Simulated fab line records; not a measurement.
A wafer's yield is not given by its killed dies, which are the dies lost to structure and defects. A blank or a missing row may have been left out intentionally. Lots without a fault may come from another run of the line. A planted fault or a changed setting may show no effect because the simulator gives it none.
fab line records ; flow berkeleyCmos170
record lots=14; wafers=42; lastDay=12
route steps=331 shown SILICIDE@211 V1@268 V2@307 M3@324
lots untouched by any fault: they come from a run of this same line in which no faults occurred
startH: hours from the record's opening day to when the first of the lot's shown wafers began ; waitH: hours from the lot's prior step to this one ; " as in the row above ; L1.1+2: several wafers, shown together as one row ; - no value present, or no start provided ; * or withheld: withheld ; < > ~ a bound
route shown NAME@n: names a module that has steps shown in the file, with the first one's number in the route ; usual: mean/standard deviation of fault-free wafers ; same: alike in all rows ; chamber/n: place in a boat ; sites: per-site readings ; _std_site: the standard deviation of these ; _edge_site: mean of outer sites minus mean of inner sites ; radiusMm: for every site, how far away it sits from the centre of the wafer ; mask NAME#n: copy n ; behind: the most recent tool/chamber to have shaped the wafer ; hold: reason for holding the lot/hours on hold/outcome of the hold ; device: the n, p or np transistor that did not switch ; end of line: the tests these same wafers got at the end of their route ; where a step has no rows: the recipe by itself ; killed: dies lost to structure and defects at the first sort, not the wafer's yield ; map: the dies of a wafer, with x for killed, . for not killed, _ for no die there
set.NAME: setting as actually run; set.NAME@STEP: the setting as run at that earlier step ; model.NAME: the simulator's own value behind a step, which no gauge read
a sample of lots followed through the steps of the route, with each step as a table and each wafer as a row
services: when a tool's chamber went out of use (startH, in hours from the record's first day, below 0 if earlier), for how many hours, and the reason
## steps
# step UCB170_SILICIDE_SPUTTER_01
# recipe material=Ti; targetThkNm=30; timeS=25; powerW=1500; chamberPressurePa=0.5
# usual throttleValvePct=30.3/1.1
lot.wafer;tool;chamber;startH;waitH;throttleValvePct
L376.2;pvdSputter-03;-;173.29;0.0;27.8
L376.3;pvdSputter-03;-;173.29;0.0;30.1
L376.4;pvdSputter-03;-;173.29;0.0;32.6
L379.1;pvdSputter-01;-;185.49;0.0;30.8
L379.3;pvdSputter-01;-;185.49;0.0;30.6
L379.4;pvdSputter-01;-;185.49;0.0;30.0
L381.1;pvdSputter-03;-;185.84;0.0;28.0
L381.4;pvdSputter-03;-;185.84;0.0;29.7
L381.5;pvdSputter-03;-;185.84;0.0;29.9
L378.1;pvdSputter-02;-;186.02;0.0;29.8
L378.2;pvdSputter-02;-;186.02;0.0;31.0
L378.6;pvdSputter-02;-;186.02;0.0;29.6
L380.1;pvdSputter-01;-;186.38;0.0;31.0
L380.2;pvdSputter-01;-;186.38;0.0;30.2
L380.6;pvdSputter-01;-;186.38;0.0;30.2
L382.2;pvdSputter-03;-;203.68;0.0;29.9
L382.4;pvdSputter-03;-;203.68;0.0;28.1
L382.6;pvdSputter-03;-;203.68;0.0;30.3
L386.2;pvdSputter-02;-;224.26;0.0;30.8
L386.4;pvdSputter-02;-;224.26;0.0;32.1
L386.5;pvdSputter-02;-;224.26;0.0;30.8
L385.4;pvdSputter-01;-;224.45;0.0;29.9
L385.5;pvdSputter-01;-;224.45;0.0;29.8
L385.6;pvdSputter-01;-;224.45;0.0;30.2
L387.1;pvdSputter-03;-;224.45;0.0;30.2
L387.2;pvdSputter-03;-;224.45;0.0;30.0
L387.6;pvdSputter-03;-;224.45;0.0;29.8
L388.2;pvdSputter-02;-;224.74;0.0;30.1
L388.5;pvdSputter-02;-;224.74;0.0;32.2
L388.6;pvdSputter-02;-;224.74;0.0;29.5
L396.1;pvdSputter-02;-;257.25;0.0;30.0
L396.4;pvdSputter-02;-;257.25;0.0;32.3
L396.6;pvdSputter-02;-;257.25;0.0;32.1
L395.1;pvdSputter-01;-;257.90;0.0;30.2
L395.3;pvdSputter-01;-;257.90;0.0;30.1
L395.5;pvdSputter-01;-;257.90;0.0;30.4
L397.2;pvdSputter-03;-;271.52;0.0;32.5
L397.3;pvdSputter-03;-;271.52;0.0;30.0
L397.6;pvdSputter-03;-;271.52;0.0;30.1
L398.1;pvdSputter-01;-;271.82;0.0;31.1
L398.4;pvdSputter-01;-;271.82;0.0;29.9
L398.5;pvdSputter-01;-;271.82;0.0;29.7
# step UCB170_V1_ETCH_14
# recipe chemistry=CHF3/CF4/Ar; target=SiO2; stopOn=Al; CHF3_flow_sccm=45; cf4FlowSccm=15; Ar_flow_sccm=150; pressureMtorr=200; rfW=700; targetDepthA=12500; overEtchFrac=0.25; timeS=291
# usual drypumpMotorCurrentA=5.67/0.28; oesProductAu=0.872/0.014; throttleValvePct=6.99/0.12
lot.wafer;tool;chamber;startH;waitH;drypumpMotorCurrentA;oesProductAu;rfHoursCounterH;throttleValvePct
L376.2;rieDiel-01;1;188.32;0.0;5.34;0.885;111;6.86
L376.3;rieDiel-01;0;188.32;0.0;5.69;0.887;20;7.18
L376.4;rieDiel-01;3;188.32;0.0;5.51;0.887;88;7.23
L380.1;rieDiel-02;3;201.79;0.0;6.05;0.869;23;7.01
L380.2;rieDiel-02;1;201.79;0.0;5.97;0.879;49;6.93
L380.6;rieDiel-02;2;201.79;0.0;5.79;0.849;-;6.89
L381.1;rieDiel-01;1;202.04;0.0;5.34;0.886;111;6.87
L381.4;rieDiel-01;3;202.04;0.0;5.53;0.880;89;7.22
L381.5;rieDiel-01;0;202.04;0.0;5.71;0.888;-;7.19
L379.1;rieDiel-04;0;202.17;0.0;5.69;0.862;17;6.89
L379.3;rieDiel-04;1;202.17;0.0;5.64;0.873;7;6.89
L379.4;rieDiel-04;2;202.17;0.0;5.53;0.876;144;7.00
L378.1;rieDiel-01;0;202.64;0.0;5.70;0.882;21;7.20
L378.2;rieDiel-01;1;202.64;0.0;5.33;0.882;111;6.87
L378.6;rieDiel-01;0;202.64;0.0;5.70;0.882;-;7.19
L382.2;rieDiel-02;2;221.53;0.0;5.81;0.850;35;6.89
L382.4;rieDiel-02;2;221.53;0.0;5.81;0.854;-;6.90
L382.6;rieDiel-02;1;221.53;0.0;6.00;0.880;-;6.92
L386.2;rieDiel-01;0;240.78;0.0;5.69;0.883;22;7.21
L386.4;rieDiel-01;1;240.78;0.0;5.31;0.895;113;6.87
L386.5;rieDiel-01;1;240.78;0.0;5.31;0.895;-;6.87
L387.1;rieDiel-02;1;240.99;0.0;6.00;0.875;51;6.94
L387.2;rieDiel-02;3;240.99;0.0;6.05;0.863;25;7.02
L387.6;rieDiel-02;1;240.99;0.0;5.99;0.887;-;6.94
L385.4;rieDiel-01;0;241.26;0.0;5.68;0.885;22;7.19
L385.5;rieDiel-01;2;241.26;0.0;5.49;0.847;-;6.88
L385.6;rieDiel-01;3;241.26;0.0;5.52;0.888;-;7.22
L388.2;rieDiel-04;2;241.33;0.0;5.52;0.892;0;7.02
L388.5;rieDiel-04;2;241.33;0.0;5.54;0.887;-;7.03
L388.6;rieDiel-04;3;241.33;0.0;5.99;0.882;-;7.05
L395.1;rieDiel-01;2;276.36;0.0;5.49;0.854;13;6.89
L395.3;rieDiel-01;3;276.36;0.0;5.54;0.887;93;7.24
L395.5;rieDiel-01;2;276.36;0.0;5.51;0.854;-;6.88
L396.1;rieDiel-02;1;277.05;0.0;5.99;0.879;53;6.94
L396.4;rieDiel-02;3;277.05;0.0;6.07;0.869;26;7.01
L396.6;rieDiel-02;0;277.05;0.0;5.11;0.875;-;6.96
L397.2;rieDiel-02;3;288.23;0.0;6.06;0.871;27;7.01
L397.3;rieDiel-02;1;288.23;0.0;5.96;0.883;53;6.94
L397.6;rieDiel-02;3;288.23;0.0;6.06;0.869;-;7.04
L398.1;rieDiel-04;0;288.35;0.0;5.69;0.862;21;6.88
L398.4;rieDiel-04;1;288.35;0.0;5.65;0.867;12;6.90
L398.5;rieDiel-04;1;288.35;0.0;5.64;0.866;-;6.89
# step UCB170_V2_STRIP_15
# recipe chemistry=O2; powerW=400; pressureMtorr=3500; platenTempC=withheld; o2FlowSccm=400; overashFraction=0.5
# usual chamberPressureMTorr=3500/3.6; drypumpMotorCurrentA=5.7/0.58; oesProductAu=0.722/0.0042; stripTimeToEndpointS=15.35/0.11
lot.wafer;tool;chamber;startH;waitH;chamberPressureMTorr;drypumpMotorCurrentA;oesProductAu;rfHoursCounterH;stripTimeToEndpointS
L376.2;plasmaAsher-01;1;197.65;0.1;3496;5.5;0.721;8;15.40
L376.3;plasmaAsher-01;0;197.65;0.1;3502;6.7;0.728;-;15.34
L376.4;plasmaAsher-01;1;197.65;0.1;3497;5.5;0.716;-;15.35
L380.1;plasmaAsher-04;1;208.99;0.1;3499;5.5;0.724;43;15.33
L380.2;plasmaAsher-04;0;208.99;0.1;3498;5.5;0.729;43;15.51
L380.6;plasmaAsher-04;0;208.99;0.1;3501;5.5;0.721;-;15.36
L381.1;plasmaAsher-02;1;209.44;0.1;3500;4.8;0.717;48;15.15
L381.4;plasmaAsher-02;1;209.44;0.1;3499;4.8;0.724;-;15.40
L381.5;plasmaAsher-02;1;209.44;0.1;3510;4.8;0.722;-;15.31
L379.1;plasmaAsher-04;0;209.99;0.1;3501;5.4;0.725;43;15.43
L379.3;plasmaAsher-04;1;209.99;0.1;3503;5.5;0.726;-;15.28
L379.4;plasmaAsher-04;0;209.99;0.1;3502;5.4;0.718;-;15.17
L378.1;plasmaAsher-02;0;210.27;0.1;3498;6.4;0.721;48;15.47
L378.2;plasmaAsher-02;1;210.27;0.1;3502;4.8;0.719;48;15.55
L378.6;plasmaAsher-02;0;210.27;0.1;3502;6.4;0.719;-;15.39
L382.2;plasmaAsher-04;1;227.57;0.1;3501;5.5;0.718;45;15.31
L382.4;plasmaAsher-04;1;227.57;0.1;3502;5.5;0.721;-;15.26
L382.6;plasmaAsher-04;1;227.57;0.1;3504;5.5;0.722;-;15.27
L386.2;plasmaAsher-02;0;248.24;0.1;-;-;-;-;-
L386.4;plasmaAsher-02;1;248.24;0.1;-;-;-;-;-
L386.5;plasmaAsher-02;1;248.24;0.1;-;-;-;-;-
L387.1;plasmaAsher-04;0;250.49;0.1;-;-;-;-;-
L387.2;plasmaAsher-04;1;250.49;0.1;-;-;-;-;-
L387.6;plasmaAsher-04;1;250.49;0.1;-;-;-;-;-
L385.4;plasmaAsher-01;1;250.73;0.1;3497;5.5;0.725;-;15.21
L385.5;plasmaAsher-01;0;250.73;0.1;3501;6.7;0.719;-;15.26
L385.6;plasmaAsher-01;1;250.73;0.1;3506;5.5;0.732;-;15.43
L388.2;plasmaAsher-02;1;250.97;0.1;3495;4.8;0.721;53;15.04
L388.5;plasmaAsher-02;0;250.97;0.1;3498;6.5;0.733;-;15.23
L388.6;plasmaAsher-02;1;250.97;0.1;3505;4.8;0.718;-;15.24
L395.1;plasmaAsher-04;1;284.16;0.1;3499;5.5;0.727;52;15.35
L395.3;plasmaAsher-04;0;284.16;0.1;3501;5.5;0.720;-;15.50
L395.5;plasmaAsher-04;0;284.16;0.1;3498;5.5;0.724;-;15.50
L396.1;plasmaAsher-01;0;284.43;0.1;3503;6.6;0.724;19;15.32
L396.4;plasmaAsher-01;0;284.43;0.1;3501;6.6;0.729;-;15.41
L396.6;plasmaAsher-01;1;284.43;0.1;3504;5.5;0.723;-;15.17
L397.2;plasmaAsher-01;0;293.53;0.1;3495;6.7;0.729;20;15.41
L397.3;plasmaAsher-01;0;293.53;0.1;3498;6.7;0.722;-;15.34
L397.6;plasmaAsher-01;1;293.53;0.1;3502;5.5;0.723;-;15.42
L398.1;plasmaAsher-02;0;293.82;0.1;3503;6.4;0.721;59;15.49
L398.4;plasmaAsher-02;0;293.82;0.1;3500;6.4;0.725;-;15.33
L398.5;plasmaAsher-02;0;293.82;0.1;3507;6.4;0.728;-;15.40
# step UCB170_M3_CD_MEAS_15
# recipe targetCdNm=700
# usual cdNm=700.6/1.4
lot.wafer;tool;chamber;startH;waitH;cdNm
L376.2;cdSem-01;-;199.93;-;699.6
L376.3;cdSem-01;-;199.93;-;699.4
L376.4;cdSem-01;-;199.93;-;698.1
L380.1;cdSem-01;-;213.30;-;702.4
L380.2;cdSem-01;-;213.30;-;702.7
L380.6;cdSem-01;-;213.30;-;702.2
L381.1;cdSem-02;-;213.58;-;700.6
L381.4;cdSem-02;-;213.58;-;701.5
L381.5;cdSem-02;-;213.58;-;700.5
L379.1;cdSem-02;-;214.46;-;701.2
L379.3;cdSem-02;-;214.46;-;701.4
L379.4;cdSem-02;-;214.46;-;701.0
L378.1;cdSem-02;-;214.58;-;702.7
L378.2;cdSem-02;-;214.58;-;701.7
L378.6;cdSem-02;-;214.58;-;702.5
L382.2;cdSem-02;-;230.56;-;698.9
L382.4;cdSem-02;-;230.56;-;698.9
L382.6;cdSem-02;-;230.56;-;699.0
L385.4;cdSem-02;-;254.74;-;700.7
L385.5;cdSem-02;-;254.74;-;700.5
L385.6;cdSem-02;-;254.74;-;701.9
L388.2;cdSem-02;-;254.98;-;699.8
L388.5;cdSem-02;-;254.98;-;699.8
L388.6;cdSem-02;-;254.98;-;700.3
L395.1;cdSem-01;-;286.33;-;700.7
L395.3;cdSem-01;-;286.33;-;701.4
L395.5;cdSem-01;-;286.33;-;700.8
L396.1;cdSem-02;-;286.94;-;698.0
L396.4;cdSem-02;-;286.94;-;697.8
L396.6;cdSem-02;-;286.94;-;698.4
L397.2;cdSem-01;-;296.28;-;701.7
L397.3;cdSem-01;-;296.28;-;701.6
L397.6;cdSem-01;-;296.28;-;701.0
L398.1;cdSem-01;-;296.49;-;699.5
L398.4;cdSem-01;-;296.49;-;700.8
L398.5;cdSem-01;-;296.49;-;701.2
## services
tool;chamber;startH;hours;kind
plasmaAsher-01;-;168.37;2.7;repair
rieDiel-02;2;171.72;4.4;repair
rieDiel-01;3;178.86;1.9;repair
rieDiel-02;1;191.42;1.3;repair
plasmaAsher-04;-;194.13;2.8;pm
pvdSputter-03;-;197.05;1.1;repair
rieDiel-01;-;207.72;4.3;pm
rieDiel-02;0;216.04;18.0;repair
rieDiel-04;2;217.07;-;clean
rieDiel-04;2;217.07;17.0;scheduledDown
rieDiel-04;2;217.07;17.0;ventCycle
pvdSputter-01;-;248.79;1.2;repair
rieDiel-01;0;254.42;3.4;repair
rieDiel-01;3;256.81;11.3;repair
pvdSputter-02;-;258.09;6.6;repair
pvdSputter-03;-;259.93;1.9;repair
pvdSputter-01;-;290.72;2.9;repair
## key
firstSign step=UCB170_V2_STRIP_15; reading=toolRecord; direction=missing
effect none on later readings
metAt UCB170_V2_STRIP_15
struckLots L386,L387
laterRowsLeftOut L386.2,L386.4,L386.5,L387.1,L387.2,L387.6
sortLeftOut L386.2,L386.4,L386.5,L387.1,L387.2,L387.6
notActingAt UCB170_SILICIDE_SPUTTER_01,UCB170_V1_ETCH_14,UCB170_M3_CD_MEAS_15
onsetBetween 227.57 248.24
fault kind=skippedStepWhole; tool=plasmaAsher-02,plasmaAsher-04; chamber=-; onsetH=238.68; steps=UCB170_V2_STRIP_15; scope=struckLotsOnly
# sortLeftOut: the simulated sort isn't trusted on such a fault, so these wafers' sort isn't shown, and their yield isn't known
# laterRowsLeftOut: the simulator's readings of these wafers behind a module that went badly wrong aren't trusted and aren't shown, but for the sort
